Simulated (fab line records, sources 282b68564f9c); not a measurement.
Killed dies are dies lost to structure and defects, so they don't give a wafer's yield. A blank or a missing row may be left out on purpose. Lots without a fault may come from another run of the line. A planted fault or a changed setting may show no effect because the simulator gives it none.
Chamber matching | flow rit_cmos | RIT_FOX2_CLEAN_02 on wet_bench-04: 4 sister chambers
The step cleans in dHF, time 180 s. 4 wafers are shown with their chamber, then 7 later ones without.

WAFERS WITH THEIR CHAMBER
wafer  | chamber | run_length_s (s)
L290.6 | 1       | 207
L293.6 | 0       | 207
L303.4 | 3       | 206
L308.3 | 2       | 205

WAFERS WITHOUT THEIR CHAMBER
wafer  | run_length_s (s)
L308.5 | 205
L310.2 | 203
L310.3 | 203
L310.5 | 203
L311.2 | 214
L311.4 | 214
L311.6 | 214

WHICH CHAMBER EACH WENT THROUGH
wafer  | from the rows above               | in truth
L308.5 | can't be placed: 2 or 3 or 0 or 1 | 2
L310.2 | can't be placed: 2 or 3 or 0 or 1 | 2
L310.3 | can't be placed: 2 or 3 or 0 or 1 | 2
L310.5 | can't be placed: 2 or 3 or 0 or 1 | 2
L311.2 | can't be placed: 0 or 1 or 3 or 2 | 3
L311.4 | can't be placed: 0 or 1 or 3 or 2 | 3
L311.6 | can't be placed: 0 or 1 or 3 or 2 | 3
Placed correctly: 0 of 7. Can't be placed from these rows: 7 (the true chamber is among the candidates in 7). Placed wrongly: 0.
How it was worked out, from the rows above alone: a wafer's distance from a chamber is the root of the sum, over the readings, of the square of ((its reading less the chamber's mean) divided by the reading's scatter). The wafer belongs to the nearest chamber; if the next one is less than 2 further off, it can't be placed. A chamber's mean is the mean of its shown wafers. The scatter: with one shown wafer a chamber, the root of the mean of the squares of how far each hidden wafer lies from its nearest shown one.
